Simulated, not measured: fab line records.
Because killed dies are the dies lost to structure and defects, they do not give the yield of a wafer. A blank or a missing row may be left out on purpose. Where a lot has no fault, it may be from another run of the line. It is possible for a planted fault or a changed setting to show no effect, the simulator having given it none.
Which tool did it? / flow berkeley_cmos170 / 42 wafers from 14 lots sampled at 3 of the route's 331 steps

== WHAT EACH GAUGE READ, for each wafer ==
UCB170_PLDD_TW_MEAS_11. Usual: PLDD_TW 1018, standard deviation 7.3.
lot=L411; measured=day 7 01:17; on=film_metro-03; PLDD_TW=1015 1018 1014; flag=
lot=L413; measured=day 7 03:22; on=film_metro-01; PLDD_TW=1022 1017 1021; flag=
lot=L415; measured=day 8 01:10; on=film_metro-01; PLDD_TW=1029 1023 1027; flag=
lot=L417; measured=day 8 08:47; on=film_metro-01; PLDD_TW=1023 1021 1024; flag=
lot=L418; measured=day 8 10:22; on=film_metro-03; PLDD_TW=1055 1056 1060; flag=OFF
lot=L422; measured=day 9 02:26; on=film_metro-03; PLDD_TW=1017 1017 1017; flag=
lot=L423; measured=day 9 02:55; on=film_metro-03; PLDD_TW=1009 1009 1014; flag=
lot=L420; measured=day 9 03:03; on=film_metro-03; PLDD_TW=1058 1058 1064; flag=OFF
lot=L425; measured=day 9 18:03; on=film_metro-03; PLDD_TW=1015 1013 1014; flag=
lot=L424; measured=day 10 05:17; on=film_metro-01; PLDD_TW=1029 1023 1029; flag=
lot=L428; measured=day 10 10:20; on=film_metro-02; PLDD_TW=1005 1005 1007; flag=
lot=L432; measured=day 10 16:02; on=film_metro-01; PLDD_TW=1024 1026 1027; flag=
lot=L430; measured=day 10 17:01; on=film_metro-02; PLDD_TW=1004 1003 1007; flag=
lot=L433; measured=day 11 11:11; on=film_metro-02; PLDD_TW=1013 1008 1015; flag=

UCB170_SDANNEAL_RS_MEAS_04: uses a four-point probe to measure. Usual: PLDD_RS 1031.3 ohm/sq, standard deviation 2.7.
lot=L411; measured=day 7 15:26; on=film_metro-01; PLDD_RS (ohm/sq)=1032.7 1036.1 1031.7; flag=
lot=L413; measured=day 7 16:14; on=film_metro-03; PLDD_RS (ohm/sq)=1029.7 1029.2 1029.5; flag=
lot=L415; measured=day 8 13:27; on=film_metro-03; PLDD_RS (ohm/sq)=1031.0 1033.3 1028.9; flag=
lot=L417; measured=day 8 20:50; on=film_metro-01; PLDD_RS (ohm/sq)=1028.8 1029.5 1032.4; flag=
lot=L418; measured=day 8 21:49; on=film_metro-03; PLDD_RS (ohm/sq)=926.0 925.0 923.9; flag=OFF
lot=L422; measured=day 9 15:56; on=film_metro-02; PLDD_RS (ohm/sq)=1025.9 1026.1 1028.1; flag=
lot=L423; measured=day 9 16:21; on=film_metro-03; PLDD_RS (ohm/sq)=1034.1 1038.3 1032.2; flag=
lot=L420; measured=day 9 17:15; on=film_metro-01; PLDD_RS (ohm/sq)=923.7 922.4 924.0; flag=OFF
lot=L425; measured=day 10 06:14; on=film_metro-02; PLDD_RS (ohm/sq)=1034.7 1035.2 1033.4; flag=
lot=L424; measured=day 10 22:31; on=film_metro-03; PLDD_RS (ohm/sq)=1027.2 1031.5 1030.1; flag=
lot=L428; measured=day 11 02:22; on=film_metro-01; PLDD_RS (ohm/sq)=1031.6 1030.3 1029.5; flag=
lot=L432; measured=day 11 05:58; on=film_metro-01; PLDD_RS (ohm/sq)=1031.9 1032.9 1031.4; flag=
lot=L430; measured=day 11 05:50; on=film_metro-03; PLDD_RS (ohm/sq)=1028.1 1029.2 1030.7; flag=
lot=L433; measured=day 11 23:32; on=film_metro-03; PLDD_RS (ohm/sq)=1030.9 1029.6 1028.3; flag=

== WHICH TOOL RAN EACH LOT (tool, then ch and the chambers of the sampled wafers, then the start) ==
lot=L411; UCB170_PLDD_IMPLANT_08=implanter-01 ch 0, day 7 00:54
lot=L413; UCB170_PLDD_IMPLANT_08=implanter-01 ch 0, day 7 02:58
lot=L415; UCB170_PLDD_IMPLANT_08=implanter-02 ch 0, day 8 00:47
lot=L417; UCB170_PLDD_IMPLANT_08=implanter-04 ch 0, day 8 08:23
lot=L418; UCB170_PLDD_IMPLANT_08=implanter-01 ch 0, day 8 09:58
lot=L422; UCB170_PLDD_IMPLANT_08=implanter-02 ch 0, day 9 02:03
lot=L423; UCB170_PLDD_IMPLANT_08=implanter-04 ch 0, day 9 02:31
lot=L420; UCB170_PLDD_IMPLANT_08=implanter-01 ch 0, day 9 02:39
lot=L425; UCB170_PLDD_IMPLANT_08=implanter-04 ch 0, day 9 17:39
lot=L424; UCB170_PLDD_IMPLANT_08=implanter-02 ch 0, day 10 04:53
lot=L428; UCB170_PLDD_IMPLANT_08=implanter-04 ch 0, day 10 09:57
lot=L432; UCB170_PLDD_IMPLANT_08=implanter-02 ch 0, day 10 15:40
lot=L430; UCB170_PLDD_IMPLANT_08=implanter-02 ch 0, day 10 16:37
lot=L433; UCB170_PLDD_IMPLANT_08=implanter-04 ch 0, day 11 10:47
- UCB170_PLDD_IMPLANT_08

== WHAT THE TOOLS THEMSELVES READ (means of the sampled wafers that have a number; where no wafer has one, the mark that the record gives instead) ==
UCB170_PLDD_IMPLANT_08. Usual: dose_ions_cm2 5e+13, standard deviation 6e+10; faraday_current_uA 158, standard deviation 3.9; rotation_deg 0.001 degrees, standard deviation 0.021.
lot=L411; tool=implanter-01; dose_ions_cm2=5e+13; faraday_current_uA=161; rotation_deg (degrees)=0.030; flag=
lot=L413; tool=implanter-01; dose_ions_cm2=5e+13; faraday_current_uA=158; rotation_deg (degrees)=0.023; flag=
lot=L415; tool=implanter-02; dose_ions_cm2=5e+13; faraday_current_uA=157; rotation_deg (degrees)=0.001; flag=
lot=L417; tool=implanter-04; dose_ions_cm2=5e+13; faraday_current_uA=157; rotation_deg (degrees)=0.002; flag=
lot=L418; tool=implanter-01; dose_ions_cm2=7e+13; faraday_current_uA=202; rotation_deg (degrees)=-0.017; flag=OFF
lot=L422; tool=implanter-02; dose_ions_cm2=5e+13; faraday_current_uA=152; rotation_deg (degrees)=-0.010; flag=
lot=L423; tool=implanter-04; dose_ions_cm2=5e+13; faraday_current_uA=162; rotation_deg (degrees)=-0.005; flag=
lot=L420; tool=implanter-01; dose_ions_cm2=7e+13; faraday_current_uA=212; rotation_deg (degrees)=0.010; flag=OFF
lot=L425; tool=implanter-04; dose_ions_cm2=5e+13; faraday_current_uA=156; rotation_deg (degrees)=-0.008; flag=
lot=L424; tool=implanter-02; dose_ions_cm2=5e+13; faraday_current_uA=152; rotation_deg (degrees)=-0.028; flag=
lot=L428; tool=implanter-04; dose_ions_cm2=5e+13; faraday_current_uA=157; rotation_deg (degrees)=0.000; flag=
lot=L432; tool=implanter-02; dose_ions_cm2=5e+13; faraday_current_uA=155; rotation_deg (degrees)=0.014; flag=
lot=L430; tool=implanter-02; dose_ions_cm2=5e+13; faraday_current_uA=156; rotation_deg (degrees)=0.019; flag=
lot=L433; tool=implanter-04; dose_ions_cm2=5e+13; faraday_current_uA=159; rotation_deg (degrees)=0.004; flag=

== THE ANSWER, worked out from the rows above alone ==
Rule: a lot is off if the mean of its wafers that have a number lies more than 3 standard deviations from the usual mean. Also off: a lot with no number at a reading for which 4 or more lots have one. Where the step has rows for the other lots, those lots are counted as sound. First the gauges in route order, then the tools' own readings, where a lot's mean is used as printed above. At the first step where some lot is off, the reading lying furthest off is the one used; lots without a number count as furthest.
Off: L418, L420, at UCB170_PLDD_TW_MEAS_11 (PLDD_TW).
If a tool, at a process step before that reading, ran all the lots that are off and no sound lot after the first of them, it fits. Not tried: the gauges at UCB170_PLDD_TW_MEAS_11; whatever is off there is also off at UCB170_PLDD_IMPLANT_08, on other tools, and gauge error can't account for it. One fits: implanter-01 at UCB170_PLDD_IMPLANT_08. A fault onset in the window from L413 (day 7 02:58, its last sound lot) to L418 (day 8 09:58, its first lot off) fits.
The tool's own readings at UCB170_PLDD_IMPLANT_08 bear it out: on the lots that are off they differ by more than 5 times the standard deviation of the sound lots' means. dose_ions_cm2 reads 7e+13 there against 5e+13 on the sound lots; faraday_current_uA reads 207 there against 157 on the sound lots.

== WHAT THE SIMULATOR HAD PUT IN ==
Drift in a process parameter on implanter-01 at UCB170_PLDD_IMPLANT_08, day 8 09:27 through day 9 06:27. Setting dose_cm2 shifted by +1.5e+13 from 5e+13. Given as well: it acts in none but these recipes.
Lots struck among those shown: L418, L420. The rule above found the same.
